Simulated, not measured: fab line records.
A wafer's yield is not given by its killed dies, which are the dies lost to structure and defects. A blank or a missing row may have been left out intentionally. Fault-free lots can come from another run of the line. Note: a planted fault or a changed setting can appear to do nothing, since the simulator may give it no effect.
The tool behind it: which one? ; flow berkeley cmos170 ; Sampling: 15 lots, 45 wafers, 5 of 331 route steps

## WHAT EACH GAUGE READ, for each wafer
UCB170_PWELL_OVL_MEAS_13.
lot;measured;on;PWELL_OVL (nm)
L409;day 3 10:04;overlay-01;2 -1 -2
L410;day 3 20:09;overlay-02;-1 5 -2
L411;day 3 19:53;overlay-01;-12 -17 -8
L412;day 4 06:04;overlay-02;-1 -1 6
L415;day 4 14:50;overlay-02;-2 -8 2
L416;day 5 01:36;overlay-02;0 2 -3
L417;day 5 01:48;overlay-01;0 2 0
L422;day 6 03:52;overlay-01;-4 1 0
L426;day 6 15:25;overlay-02;-6 -7 -8
L425;day 6 15:47;overlay-01;-6 -8 -4
L427;day 7 01:11;overlay-02;3 -4 5
L429;day 7 07:25;overlay-02;-8 -11 -7
L428;day 7 07:41;overlay-02;1 -3 0
L430;day 7 20:38;overlay-02;-3 -2 1
L431;day 7 20:20;overlay-02;-6 0 -6

UCB170_V1_THK_MEAS_04.
lot;measured;on;V1_POLISHED_THK (nm)
L409;day 8 09:01;film metro-02;998.9 998.0 998.5
L410;day 8 20:32;film metro-02;998.5 998.6 997.0
L411;day 8 17:41;film metro-04;1001.1 1000.1 1000.8
L412;day 9 08:04;film metro-02;998.6 999.3 1000.5
L415;day 10 01:55;film metro-04;1000.1 1001.7 1001.6
L416;day 10 02:12;film metro-04;1000.4 999.9 998.4
L417;day 10 00:35;film metro-04;1000.3 999.0 999.2
L422;day 11 19:46;film metro-02;1000.0 1001.5 1001.9
L426;day 12 15:35;film metro-03;1000.7 1001.6 1000.7
L425;day 12 18:55;film metro-04;1002.3 999.6 1000.7
L427;day 12 17:34;film metro-03;1000.0 1001.8 1001.7
L429;day 12 20:14;film metro-03;1001.3 1001.1 1000.5
L428;day 12 20:14;film metro-02;1000.8 999.7 1002.9
L430;day 14 10:38;film metro-04;999.3 999.9 1001.3
L431;day 14 11:59;film metro-04;1001.3 998.8 1002.5

## WHAT TOOL EACH LOT RAN ON (gives the tool, then ch and the chambers of the sampled wafers, and finally the start)
lot;UCB170_NWELL_STRIP_15;UCB170_BACKSIDE_COAT_01;UCB170_BACKSIDE_STRIP_03
L409;plasma asher-01 ch 0,1, day 2 12:28;litho track-02 ch 0, day 7 21:00;plasma asher-04 ch 0,1, day 7 21:16
L410;plasma asher-01 ch 0,1, day 2 20:19;litho track-02 ch 0, day 8 08:17;plasma asher-02 ch 0,1, day 8 08:35
L411;plasma asher-04 ch 0,1, day 3 02:19;litho track-02 ch 0, day 8 07:25;plasma asher-02 ch 0,1, day 8 07:41
L412;plasma asher-03 ch 0,1, day 3 09:04;litho track-03 ch 0, day 8 20:39;plasma asher-02 ch 0,1, day 8 20:55
L415;plasma asher-04 ch 0,1, day 3 18:01;litho track-02 ch 0, day 9 11:50;plasma asher-04 ch 0,1, day 9 12:06
L416;plasma asher-04 ch 0,1, day 4 05:08;litho track-02 ch 0, day 9 11:15;plasma asher-04 ch 0,1, day 9 11:33
L417;plasma asher-03 ch 0,1, day 4 05:23;litho track-02 ch 0, day 9 12:23;plasma asher-04 ch 0,1, day 9 12:40
L422;plasma asher-01 ch 0,1, day 5 09:04;litho track-03 ch 0, day 11 08:25;plasma asher-04 ch 0,1, day 11 08:41
L426;plasma asher-01 ch 0,1, day 5 19:38;litho track-01 ch 0, day 12 05:46;plasma asher-04 ch 0,1, day 12 06:03
L425;plasma asher-04 ch 0,1, day 5 19:57;litho track-01 ch 0, day 12 06:15;plasma asher-03 ch 0,1, day 12 06:32
L427;plasma asher-01 ch 0,1, day 6 06:16;litho track-03 ch 0, day 12 06:01;plasma asher-02 ch 0,1, day 12 06:17
L429;plasma asher-01 ch 0,1, day 6 13:31;litho track-03 ch 0, day 12 08:02;plasma asher-02 ch 0,1, day 12 08:20
L428;plasma asher-04 ch 0, day 6 13:38;litho track-02 ch 0, day 12 07:35;plasma asher-04 ch 0, day 12 07:51
L430;plasma asher-03 ch 0,1, day 7 00:13;litho track-03 ch 0, day 13 23:16;plasma asher-04 ch 0,1, day 13 23:34
L431;plasma asher-01 ch 0,1, day 7 00:32;litho track-01 ch 0, day 13 23:45;plasma asher-03 ch 0,1, day 14 00:02
- UCB170_NWELL_STRIP_15: strips in O2.
- UCB170_BACKSIDE_COAT_01: resist thk 900 nm.
- UCB170_BACKSIDE_STRIP_03: strips in O2.

## WHAT THE TOOLS THEMSELVES READ (means of the sampled wafers that have a number; where no wafer has one, the mark that the record gives instead)
UCB170_NWELL_STRIP_15.
lot;tool;drypump motor current A (A);oes product au (a.u.);strip time to endpoint s (s)
L409;plasma asher-01;6.0;0.719;18.06
L410;plasma asher-01;6.0;0.720;18.06
L411;plasma asher-04;5.7;0.718;17.97
L412;plasma asher-03;6.2;0.719;18.00
L415;plasma asher-04;5.4;0.721;18.12
L416;plasma asher-04;5.4;0.724;17.96
L417;plasma asher-03;6.2;0.724;18.10
L422;plasma asher-01;5.8;0.720;18.12
L426;plasma asher-01;5.7;0.717;17.87
L425;plasma asher-04;5.4;0.721;17.96
L427;plasma asher-01;6.0;0.722;17.97
L429;plasma asher-01;6.0;0.717;18.16
L428;plasma asher-04;6.0;0.718;17.98
L430;plasma asher-03;5.9;0.722;18.04
L431;plasma asher-01;5.8;0.719;17.98

UCB170_BACKSIDE_STRIP_03.
lot;tool;drypump motor current A (A);oes product au (a.u.);strip time to endpoint s (s)
L409;plasma asher-04;5.7;0.735;21.94
L410;plasma asher-02;5.5;0.737;21.92
L411;plasma asher-02;5.8;0.737;21.91
L412;plasma asher-02;5.8;0.734;21.88
L415;plasma asher-04;5.3;0.739;26.25
L416;plasma asher-04;5.3;0.732;26.14
L417;plasma asher-04;5.3;0.733;26.20
L422;plasma asher-04;5.7;0.736;22.02
L426;plasma asher-04;5.3;0.734;21.89
L425;plasma asher-03;6.2;0.735;21.89
L427;plasma asher-02;5.5;0.735;22.04
L429;plasma asher-02;5.5;0.734;21.96
L428;plasma asher-04;6.0;0.735;21.86
L430;plasma asher-04;5.7;0.730;21.96
L431;plasma asher-03;5.9;0.736;21.98

## THE ANSWER, worked out from the rows above alone
Rule: the lots themselves supply what counts as usual. The widest of any qualifying gaps counts: lots, ordered by their means at a reading, are off when they make up no more than a third of the lots, leave a main group of 4 or more, and stand apart from it by 3 or more times the standard deviation of that group's means. A main group whose means are all the same, to the digits that the tables above print for the reading, isn't used. A lot without any number at a reading at which 4 lots or more have one is off too. Where the step has rows for the other lots, those lots are counted as sound. Order of review: gauges by route order, followed by the tools' own readings, for which a lot's mean as printed above is used. The first step at which some lot is off is used, and at that step the reading that is off furthest; a lot without a number counts as furthest.
Off: L415, L416, L417, at UCB170_BACKSIDE_STRIP_03 (strip time to endpoint s). For the main group the mean is 21.94 s and the standard deviation 0.054.
If a tool, at that step or one of the process steps before it, ran each lot that is off and ran no sound lot following the first of them, it fits. No candidate that was tried fits.

## WHAT THE SIMULATOR PUT IN
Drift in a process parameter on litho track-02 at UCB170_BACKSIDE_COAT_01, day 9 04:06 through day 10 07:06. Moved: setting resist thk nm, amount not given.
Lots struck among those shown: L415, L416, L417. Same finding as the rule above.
